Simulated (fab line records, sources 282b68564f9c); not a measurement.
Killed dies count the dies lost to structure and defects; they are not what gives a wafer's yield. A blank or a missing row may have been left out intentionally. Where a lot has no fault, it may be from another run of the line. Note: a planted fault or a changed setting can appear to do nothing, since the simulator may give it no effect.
fab line records	flow rit-cmos
record: lots: 14	wafers: 42	last-day: 7
route steps=202 shown ACTIVE@12 NRETRO@58 SPACER@130 SDANNEAL@156
lots untouched by any fault: they come from a run of this same line in which no faults occurred
start-h: the number of hours between the record's first day and the start of the first shown wafer of the lot	wait-h: how many hours have passed since the lot's step before this one	" as in the row above	L1.1+2: several wafers, shown together as one row	- no value present, or no start provided	* or withheld: withheld	< > ~ a bound
route shown NAME@n: a module of which the file shows steps, and the number in the route of the first	usual: mean/standard deviation taken from wafers without a fault	same: alike in all rows	chamber/n: place in a boat	sites: the reading at each site	_std_site: their standard deviation	_edge_site: the outer-site mean with the inner-site mean subtracted	radius-mm: how far each site lies from the wafer's centre	mask NAME#n: copy n	behind: tool/chamber where the wafer was last shaped	hold: cause of the lot's hold/its duration in hours/its outcome	device: which transistor (n, p or np) failed to switch	end of line: tests of these same wafers at the route's end	a step with no rows: only its recipe	killed: the dies lost at the first sort to structure and to defects; this is not the yield of the wafer	map: a wafer's dies, x killed, . not, _ none there
set.NAME: the run value of the setting; set.NAME@STEP: its run value at that earlier step	model.NAME: the simulator's own value behind a step, which no gauge read
one table for each step of the route and one row for each wafer, over a sample of lots
services: the hour from which a tool's chamber was out of use, counted from the record's first day as start-h (under 0 if before that day), plus the number of hours and why
== steps ==
step: RIT_ACTIVE_CD_MEAS_11
recipe: target-cd-nm: 1400
usual: cd-nm: 1400.0/2.2
lot.wafer	tool	chamber	start-h	wait-h	cd-nm
L117.3	cd-sem-02	-	25.19	-	1400.8
L117.5	"	-	"	"	1398.8
L117.6	"	-	"	"	1398.6
L118.3	cd-sem-02	-	29.77	-	1403.1
L118.4	"	-	"	"	1403.1
L118.6	"	-	"	"	1402.9
L119.1	cd-sem-01	-	35.42	-	1399.7
L119.2	"	-	"	"	1400.5
L119.3	"	-	"	"	1401.1
L120.3	cd-sem-02	-	39.60	-	1399.5
L120.4	"	-	"	"	1400.8
L120.5	"	-	"	"	1400.1
L121.4	cd-sem-02	-	45.21	-	1398.2
L121.5	"	-	"	"	1397.2
L121.6	"	-	"	"	1398.0
L122.1	cd-sem-02	-	49.56	-	1398.1
L122.3	"	-	"	"	1398.7
L122.6	"	-	"	"	1398.1
L123.2	cd-sem-01	-	54.46	-	1394.9
L123.4	"	-	"	"	1392.8
L123.5	"	-	"	"	1395.8
L125.4	cd-sem-01	-	65.84	-	1404.1
L125.5	"	-	"	"	1403.3
L125.6	"	-	"	"	1404.1
L130.2	cd-sem-02	-	91.03	-	1400.2
L130.3	"	-	"	"	1401.7
L130.6	"	-	"	"	1398.9
L131.1	cd-sem-02	-	94.47	-	1401.3
L131.2	"	-	"	"	1398.9
L131.5	"	-	"	"	1398.0
L132.2	cd-sem-02	-	100.53	-	1400.7
L132.3	"	-	"	"	1399.4
L132.4	"	-	"	"	1401.6
L133.2	cd-sem-01	-	104.95	-	1399.6
L133.4	"	-	"	"	1400.6
L133.6	"	-	"	"	1401.8
L136.1	cd-sem-02	-	119.44	-	1397.1
L136.3	"	-	"	"	1396.1
L136.5	"	-	"	"	1395.4
L137.2	cd-sem-01	-	124.58	-	1398.1
L137.4	"	-	"	"	1398.4
L137.6	"	-	"	"	1398.0
step: RIT_NRETRO_DEVELOP_05
recipe: resist: NOVOLAK	develop-time-s: 68	dev-temp-c: 23
usual: developer-temp-C: 23.00/0.1
lot.wafer	tool	chamber	start-h	wait-h	developer-temp-C
L117.3	litho-track-02	0	40	-	22.90
L117.5	"	0	"	"	22.99
L117.6	"	0	"	"	22.93
L118.3	litho-track-04	0	44	-	22.86
L118.4	"	0	"	"	22.71
L118.6	"	0	"	"	22.97
L119.1	litho-track-03	0	50	-	23.02
L119.2	"	0	"	"	23.01
L119.3	"	0	"	"	23.23
L120.3	litho-track-03	0	53	-	23.10
L120.4	"	0	"	"	22.89
L120.5	"	0	"	"	23.13
L121.4	litho-track-02	0	59	-	22.91
L121.5	"	0	"	"	22.89
L121.6	"	0	"	"	22.81
L122.1	litho-track-04	0	65	-	22.98
L122.3	"	0	"	"	22.89
L122.6	"	0	"	"	23.05
L123.2	litho-track-04	0	71	-	22.83
L123.4	"	0	"	"	22.81
L123.5	"	0	"	"	23.02
L125.4	litho-track-03	0	82	-	23.09
L125.5	"	0	"	"	23.10
L125.6	"	0	"	"	23.10
L130.2	litho-track-02	0	108	-	23.14
L130.3	"	0	"	"	22.92
L130.6	"	0	"	"	22.93
L131.1	litho-track-02	0	111	-	23.08
L131.2	"	0	"	"	22.98
L131.5	"	0	"	"	23.02
L132.2	litho-track-03	0	116	-	23.19
L132.3	"	0	"	"	23.00
L132.4	"	0	"	"	23.21
L133.2	litho-track-04	0	121	-	22.96
L133.4	"	0	"	"	22.77
L133.6	"	0	"	"	22.86
L136.1	litho-track-04	0	133	-	22.89
L136.3	"	0	"	"	22.92
L136.5	"	0	"	"	23.18
L137.2	litho-track-04	0	140	-	22.95
L137.4	"	0	"	"	23.00
L137.6	"	0	"	"	23.07
step: RIT_NRETRO_TW_MEAS_10
usual: NRETRO_TW: 1040/14
lot.wafer	tool	chamber	start-h	wait-h	NRETRO_TW
L117.3	film-metro-04	-	41.11	0.1	1046
L117.5	"	-	"	"	1048
L117.6	"	-	"	"	1041
L118.3	film-metro-02	-	45.46	0.1	1035
L118.4	"	-	"	"	1039
L118.6	"	-	"	"	1036
L119.1	film-metro-02	-	51.37	0.1	1038
L119.2	"	-	"	"	1035
L119.3	"	-	"	"	1040
L120.3	film-metro-02	-	54.57	0.1	1041
L120.4	"	-	"	"	1033
L120.5	"	-	"	"	1038
L121.4	film-metro-01	-	60.48	0.1	1026
L121.5	"	-	"	"	1030
L121.6	"	-	"	"	1024
L122.1	film-metro-04	-	65.83	0.1	1062
L122.3	"	-	"	"	1057
L122.6	"	-	"	"	1055
L123.2	film-metro-02	-	72.05	0.1	1036
L123.4	"	-	"	"	1036
L123.5	"	-	"	"	1037
L125.4	film-metro-01	-	83.31	0.1	1026
L125.5	"	-	"	"	1034
L125.6	"	-	"	"	1032
L130.2	film-metro-04	-	109.55	0.1	222
L130.3	"	-	"	"	223
L130.6	"	-	"	"	223
L131.1	film-metro-01	-	112.00	0.1	231
L131.2	"	-	"	"	228
L131.5	"	-	"	"	225
L132.2	film-metro-04	-	116.85	0.1	1062
L132.3	"	-	"	"	1057
L132.4	"	-	"	"	1056
L133.2	film-metro-01	-	121.76	0.1	1026
L133.4	"	-	"	"	1013
L133.6	"	-	"	"	1024
L136.1	film-metro-02	-	134.31	0.1	1049
L136.3	"	-	"	"	1053
L136.5	"	-	"	"	1045
L137.2	film-metro-01	-	140.90	0.1	1018
L137.4	"	-	"	"	1018
L137.6	"	-	"	"	1021
step: RIT_SPACER_ETCHBACK_05
recipe: target-depth-a: 2500	SF6_flow_sccm: 30	CHF3_flow_sccm: 30	target: Si3N4	chemistry: SF6/CHF3	pressure-mtorr: 40	rf-w: 250	time-s: 240	stop-on: SiO2
usual: drypump-motor-current-A: 5.5/0.51	oes-product-au: 0.842/0.016	rf-fwd-power-W: 249.3/0.73	throttle-valve-pct: 10.26/0.12
lot.wafer	tool	chamber	start-h	wait-h	drypump-motor-current-A	oes-product-au	rf-fwd-power-W	rf-hours-counter-h	throttle-valve-pct
L117.3	rie-diel-02	0	57.21	0.0	5.1	0.858	249.7	78	10.45
L117.5	"	0	"	"	5.2	0.861	249.3	-	10.46
L117.6	"	1	"	"	6.3	0.850	248.0	-	10.09
L118.3	rie-diel-01	0	61.55	0.0	5.8	0.838	249.4	89	10.24
L118.4	"	3	"	"	4.6	0.834	249.4	114	10.41
L118.6	"	0	"	"	5.9	0.837	249.8	-	10.23
L119.1	rie-diel-01	0	68.12	0.1	5.9	0.851	248.8	89	10.24
L119.2	"	2	"	"	5.4	0.848	249.7	8	10.29
L119.3	"	3	"	"	4.6	0.843	249.8	114	10.41
L120.3	rie-diel-02	3	72.63	0.0	5.0	0.881	249.8	5	10.26
L120.4	"	0	"	"	5.2	0.858	249.1	78	10.44
L120.5	"	3	"	"	5.0	0.870	248.0	-	10.27
L121.4	rie-diel-01	0	77.07	0.1	5.9	0.837	248.5	-	10.23
L121.5	"	1	"	"	6.1	0.819	249.9	-	10.08
L121.6	"	2	"	"	5.4	0.838	250.0	-	10.30
L122.1	rie-diel-02	3	81.15	0.1	5.0	0.882	247.4	5	10.25
L122.3	"	0	"	"	5.1	0.872	249.3	78	10.45
L122.6	"	3	"	"	5.0	0.890	248.9	-	10.26
L123.2	rie-diel-01	3	95.87	0.0	4.7	0.836	249.3	114	10.41
L123.4	"	0	"	"	5.9	0.841	248.5	89	10.21
L123.5	"	0	"	"	5.9	0.835	248.2	-	10.22
L125.4	rie-diel-01	2	102.16	0.0	5.4	0.841	248.5	9	10.29
L125.5	"	1	"	"	6.1	0.809	249.6	-	10.08
L125.6	"	2	"	"	5.4	0.843	249.4	-	10.29
L130.2	rie-diel-01	1	125.86	0.0	6.1	0.808	247.8	138	10.08
L130.3	"	2	"	"	5.4	0.841	248.6	9	10.29
L130.6	"	2	"	"	5.4	0.838	248.0	-	10.30
L131.1	rie-diel-02	2	129.71	0.1	5.2	0.851	250.3	119	10.22
L131.2	"	0	"	"	5.1	0.849	249.6	79	10.43
L131.5	"	2	"	"	5.2	0.848	249.1	-	10.24
L132.2	rie-diel-03	2	132.52	0.0	5.6	0.856	249.9	129	10.35
L132.3	"	3	"	"	6.0	0.826	249.6	6	10.13
L132.4	"	1	"	"	5.3	0.838	248.9	-	10.31
L133.2	rie-diel-01	1	137.03	0.0	6.1	0.809	249.2	138	10.08
L133.4	"	3	"	"	4.6	0.829	249.3	115	10.40
L133.6	"	2	"	"	5.4	0.841	249.0	-	10.29
L136.1	rie-diel-01	0	150.32	0.1	5.8	0.832	248.7	90	10.24
L136.3	"	1	"	"	6.1	0.817	248.8	139	10.07
L136.5	"	2	"	"	5.4	0.840	250.0	-	10.30
L137.2	rie-diel-01	2	157.60	0.0	5.4	0.853	248.9	10	10.31
L137.4	"	0	"	"	5.9	0.847	250.0	90	10.21
L137.6	"	3	"	"	4.6	0.860	250.4	-	10.41
step: RIT_SDANNEAL_RTA_03
recipe: temp-c: 1050	time-s: 5	idle-temp-c: 600	ramp-up-c-per-s: 342	ramp-down-c-per-s: 171	cool-to-c: 600	ambient: N2
usual: wafer_temp_C_max: 1053.3/1.1
lot.wafer	tool	chamber	start-h	wait-h	wafer_temp_C_max
L117.3	rtp-anneal-01	0	60.61	0.0	1053.2
L117.5	"	0	"	"	1051.9
L117.6	"	0	"	"	1053.5
L118.3	rtp-anneal-02	0	65.08	0.0	1055.2
L118.4	"	0	"	"	1053.2
L118.6	"	0	"	"	1052.1
L119.1	rtp-anneal-01	0	71.76	0.0	1053.8
L119.2	"	0	"	"	1053.7
L119.3	"	0	"	"	1054.5
L120.3	rtp-anneal-02	0	76.29	0.0	1052.0
L120.4	"	0	"	"	1053.2
L120.5	"	0	"	"	1056.2
L121.4	rtp-anneal-02	0	80.63	0.0	1054.7
L121.5	"	0	"	"	1055.6
L121.6	"	0	"	"	1053.7
L122.1	rtp-anneal-02	0	84.65	0.0	1054.0
L122.3	"	0	"	"	1055.6
L122.6	"	0	"	"	1053.2
L123.2	rtp-anneal-02	0	99.36	0.0	1053.5
L123.4	"	0	"	"	1053.7
L123.5	"	0	"	"	1051.4
L125.4	rtp-anneal-02	0	105.55	0.0	1052.6
L125.5	"	0	"	"	1053.9
L125.6	"	0	"	"	1053.6
L130.2	rtp-anneal-02	0	129.44	0.0	1054.1
L130.3	"	0	"	"	1052.2
L130.6	"	0	"	"	1053.4
L131.1	rtp-anneal-02	0	133.24	0.0	1054.8
L131.2	"	0	"	"	1054.1
L131.5	"	0	"	"	1052.2
L132.2	rtp-anneal-02	0	136.01	0.0	1053.2
L132.3	"	0	"	"	1052.2
L132.4	"	0	"	"	1052.6
L133.2	rtp-anneal-02	0	140.65	0.0	1052.5
L133.4	"	0	"	"	1053.6
L133.6	"	0	"	"	1054.8
L136.1	rtp-anneal-01	0	153.93	0.0	1053.1
L136.3	"	0	"	"	1053.5
L136.5	"	0	"	"	1055.2
L137.2	rtp-anneal-02	0	161.37	0.0	1052.6
L137.4	"	0	"	"	1053.9
L137.6	"	0	"	"	1052.4
== services ==
tool	chamber	start-h	hours	kind
rie-diel-01	3	73.26	4.4	repair
rtp-anneal-01	-	75.47	67.6	pm
rie-diel-02	1	93.04	-	clean
rie-diel-02	1	93.04	23.1	scheduled-down
rie-diel-02	1	93.04	23.1	vent-cycle
rie-diel-02	3	94.80	23.1	repair
rie-diel-03	-	95.47	0.4	repair
rie-diel-02	-	106.12	14.6	pm
rie-diel-03	0	123.72	-	clean
rie-diel-03	0	123.72	12.9	scheduled-down
rie-diel-03	0	123.72	12.9	vent-cycle
litho-track-04	-	129.04	-	consumable-replace:filter
rie-diel-03	3	137.19	5.7	repair
rie-diel-03	1	155.87	3.6	repair
rie-diel-02	2	156.47	4.8	repair
== key ==
first-sign: step: RIT_NRETRO_TW_MEAS_10	reading: NRETRO_TW	direction: down	sigmas: 59	usual: 1040	struck: 225
effect none on later readings
met-at RIT_NRETRO_DEVELOP_05
struck-lots L130,L131
sort-left-out L130.2,L130.3,L130.6,L131.1,L131.2,L131.5
tester-left-out L130,L131
not-acting-at RIT_ACTIVE_CD_MEAS_11,RIT_SPACER_ETCHBACK_05,RIT_SDANNEAL_RTA_03
onset-between 59 108
fault: kind: process-parameter-drift	tool: litho-track-02	chamber: -	onset-h: 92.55	steps: RIT_NRETRO_DEVELOP_05	channel: develop-time-s	offset: *	shape: step	end-h: 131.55	acts-in: *	stated: *
tester-left-out: of these lots the tester's yield and bins aren't shown, on N5 and GAA mostly nor the transistor test; their killed dies are dies lost to structure and defects alone, not to doping, threshold or leakage, so they don't give the yield
sort-left-out: the simulated sort isn't trusted on such a fault, so these wafers' sort isn't shown, and their yield isn't known
